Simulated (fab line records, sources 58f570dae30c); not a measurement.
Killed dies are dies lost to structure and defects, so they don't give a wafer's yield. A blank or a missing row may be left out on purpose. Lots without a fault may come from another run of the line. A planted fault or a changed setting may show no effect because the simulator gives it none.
fab line records | flow berkeley_cmos170
record lots=5 wafers=15 last_day=12
route steps=331 shown PLDD@156 NLDD@158
lots that met no fault: from a run of the same line without faults
start_h: hours from the record's first day to the start of the lot's first wafer shown | wait_h: hours since the lot's step before | " the same as in the row above | L1.1+2: a row that stands for several wafers | - no value, or no start given | * or withheld: withheld | < > ~ a bound
route shown NAME@n: a module of which the file shows steps, and the number in the route of the first | usual: mean/standard deviation of fault-free wafers | same: alike in all rows | chamber/n: place in a boat | sites: the reading at each site | _std_site: their standard deviation | _edge_site: outer sites' mean less inner sites' | radius_mm: how far each site lies from the wafer's centre | mask NAME#n: copy n | behind: the tool/chamber that last shaped the wafer | hold: why the lot was held/for how many hours/how that ended | device: the transistor (n, p or np) that didn't switch | end of line: the same wafers' tests at the end of the route | a step without rows: its recipe alone | killed: dies lost to structure and defects at the first sort, not the wafer's yield | map: a wafer's dies, x killed, . not, _ none there
set.NAME: the setting as run; set.NAME@STEP: as run at that earlier step | model.NAME: the simulator's own value behind a step, which no gauge read
lots at some steps of the route; a table a step, a row a wafer
services: from which hour (start_h, from the record's first day; less than 0 if before it) a tool's chamber was out of use, for how many hours, and why
## steps
# step UCB170_PLDD_TW_MEAS_11
# usual PLDD_TW=1014/7.9
# columns lot.wafer tool chamber start_h wait_h PLDD_TW
L585.2 film_metro-04 - 121.52 0.1 1018
L585.4 " - " " 1022
L585.5 " - " " 1019
L588.1 film_metro-02 - 143.98 0.1 1011
L588.4 " - " " 1013
L588.6 " - " " 1009
L598.1 film_metro-03 - 194.60 0.1 1018
L598.2 " - " " 1022
L598.4 " - " " 1020
L606.3 film_metro-04 - 232.32 0.1 1014
L606.4 " - " " 1021
L606.5 " - " " 1018
L607.3 film_metro-02 - 242.10 0.1 1004
L607.4 " - " " 1005
L607.5 " - " " 1005
# step UCB170_PLDD_CLEAN_12
# recipe chemistry=SPM temp_c=120 time_s=600
# step UCB170_NLDD_HMDS_00
# recipe prime_time_s=60 prime_temp_c=100
# step UCB170_NLDD_COAT_01
# recipe resist=KrF spin_rpm=1500 resist_thk_nm=900
# step UCB170_NLDD_SOFTBAKE_02
# recipe resist=KrF temp_c=130 time_s=60
# step UCB170_NLDD_EXPOSE_03
# recipe mask_id=NSELECT na=0.5 sigma_outer=0.6 source_shape=conventional target_cd_nm=1200 dose_mj=30
# step UCB170_NLDD_PEB_04
# recipe peb_temp_c=130 peb_time_s=withheld resist=KrF
# step UCB170_NLDD_DEVELOP_05
# recipe developer=TMAH develop_time_s=45 resist=KrF dev_temp_c=21
# step UCB170_NLDD_CD_MEAS_06
# recipe target_cd_nm=1200
# usual cd_nm=1200.0/1.3
# columns lot.wafer tool chamber start_h wait_h cd_nm
L585.2 cd_sem-02 - 124.15 - 1201.1
L585.4 " - " " 1200.4
L585.5 " - " " 1202.0
L588.1 cd_sem-02 - 146.28 - 1198.5
L588.4 " - " " 1198.7
L588.6 " - " " 1197.7
L598.1 cd_sem-02 - 195.96 - 1200.5
L598.2 " - " " 1201.1
L598.4 " - " " 1201.0
L606.3 cd_sem-01 - 233.53 - 1198.7
L606.4 " - " " 1198.3
L606.5 " - " " 1199.1
L607.3 cd_sem-01 - 243.73 - 1199.5
L607.4 " - " " 1201.9
L607.5 " - " " 1200.1
# step UCB170_NLDD_OVL_MEAS_07
# usual NLDD_OVL=-1/5
# columns lot.wafer tool chamber start_h wait_h NLDD_OVL[nm]
L585.2 overlay-02 - 124.26 0.1 -16
L585.4 " - " " -9
L585.5 " - " " -5
L588.1 overlay-02 - 146.40 0.1 -2
L588.4 " - " " -2
L588.6 " - " " 0
L598.1 overlay-01 - 196.08 0.1 -4
L598.2 " - " " 12
L598.4 " - " " 10
L606.3 overlay-01 - 233.62 0.1 3
L606.4 " - " " -1
L606.5 " - " " -5
L607.3 overlay-02 - 243.82 0.1 -4
L607.4 " - " " -6
L607.5 " - " " -5
# step UCB170_NLDD_IMPLANT_08
# recipe species=As dose_cm2=5e+13 energy_kev=30 tilt_deg=7 rotation_deg=0
# step UCB170_NLDD_IMPLANT_09
# recipe species=As dose_cm2=5e+13 energy_kev=30 tilt_deg=7 rotation_deg=180
# step UCB170_NLDD_STRIP_10
# recipe chemistry=O2 power_w=400 pressure_mtorr=3500 platen_temp_c=withheld o2_flow_sccm=400 overash_fraction=0.5
# usual drypump_motor_current_A=5.8/0.48 oes_product_au=0.734/0.0048 strip_time_to_endpoint_s=21.65/0.072
# columns lot.wafer tool chamber start_h wait_h drypump_motor_current_A oes_product_au rf_hours_counter_h strip_time_to_endpoint_s model.KrF_of_NLDD_COAT_01.thk_nm
L585.2 plasma_asher-04 1 124.59 0.1 5.5 0.742 46 21.69 0
L585.4 " 0 " " 5.4 0.740 - 21.65 0
L585.5 " 1 " " 5.6 0.738 - 21.65 0
L588.1 plasma_asher-02 1 146.73 0.1 6.8 0.740 40 21.69 0
L588.4 " 1 " " 6.8 0.730 - 21.70 0
L588.6 " 0 " " 5.7 0.740 - 21.74 0
L598.1 plasma_asher-02 1 196.41 0.1 6.8 0.979 45 - 301.6
L598.2 " 0 " " 5.7 0.985 45 - 300.4
L598.4 " 0 " " 5.6 0.975 - - 300.4
L606.3 plasma_asher-03 0 233.98 0.1 5.7 0.736 - 21.64 0
L606.4 " 1 " " 5.9 0.734 - 21.61 0
L606.5 " 1 " " 5.9 0.740 - 21.58 0
L607.3 plasma_asher-03 0 244.18 0.1 5.7 0.734 - 21.69 0
L607.4 " 1 " " 5.9 0.730 - 21.70 0
L607.5 " 0 " " 5.7 0.739 - 21.67 0
# step UCB170_NLDD_TW_MEAS_11
# usual NLDD_TW=2227/16
# columns lot.wafer tool chamber start_h wait_h NLDD_TW
L585.2 film_metro-04 - 124.70 0.1 2242
L585.4 " - " " 2237
L585.5 " - " " 2236
L588.1 film_metro-04 - 146.83 0.1 2235
L588.4 " - " " 2229
L588.6 " - " " 2231
L598.1 film_metro-03 - 196.51 0.1 2254
L598.2 " - " " 2240
L598.4 " - " " 2233
L606.3 film_metro-02 - 234.07 0.1 2207
L606.4 " - " " 2198
L606.5 " - " " 2207
L607.3 film_metro-02 - 244.27 0.1 2208
L607.4 " - " " 2201
L607.5 " - " " 2202
## services
# columns tool chamber start_h hours kind
plasma_asher-03 - 116.34 9.0 pm
plasma_asher-03 0 116.34 9.0 vent_cycle
plasma_asher-03 1 116.34 9.0 vent_cycle
plasma_asher-03 0 125.34 - clean
plasma_asher-03 1 125.34 - clean
plasma_asher-03 - 131.76 13.2 pm
plasma_asher-04 - 132.16 1.1 repair
## key
first_sign step=UCB170_NLDD_STRIP_10 reading=oes_product_au direction=up sigmas=52 usual=0.734 struck=0.980
effect none on later readings
model_effect step=UCB170_NLDD_STRIP_10 value=KrF_of_NLDD_COAT_01.thk_nm without=0 struck=300.8
met_at UCB170_NLDD_STRIP_10
struck_wafers L598.1,L598.2,L598.4
later_rows_left_out L598.1,L598.2,L598.4
sort_left_out L598.1,L598.2,L598.4
tester_left_out L598
onset_between 146.73 196.41
fault kind=strip_aborted tool=plasma_asher-02 chamber=- onset_h=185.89 steps=UCB170_NLDD_STRIP_10 offset=0.6 end_h=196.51
# tester_left_out: of these lots the tester's yield and bins aren't shown, on N5 and GAA mostly nor the transistor test; their killed dies are dies lost to structure and defects alone, not to doping, threshold or leakage, so they don't give the yield
# sort_left_out: the simulated sort isn't trusted on such a fault, so these wafers' sort isn't shown, and their yield isn't known
# later_rows_left_out: the simulator's readings of these wafers behind a module that went badly wrong aren't trusted and aren't shown, but for the sort
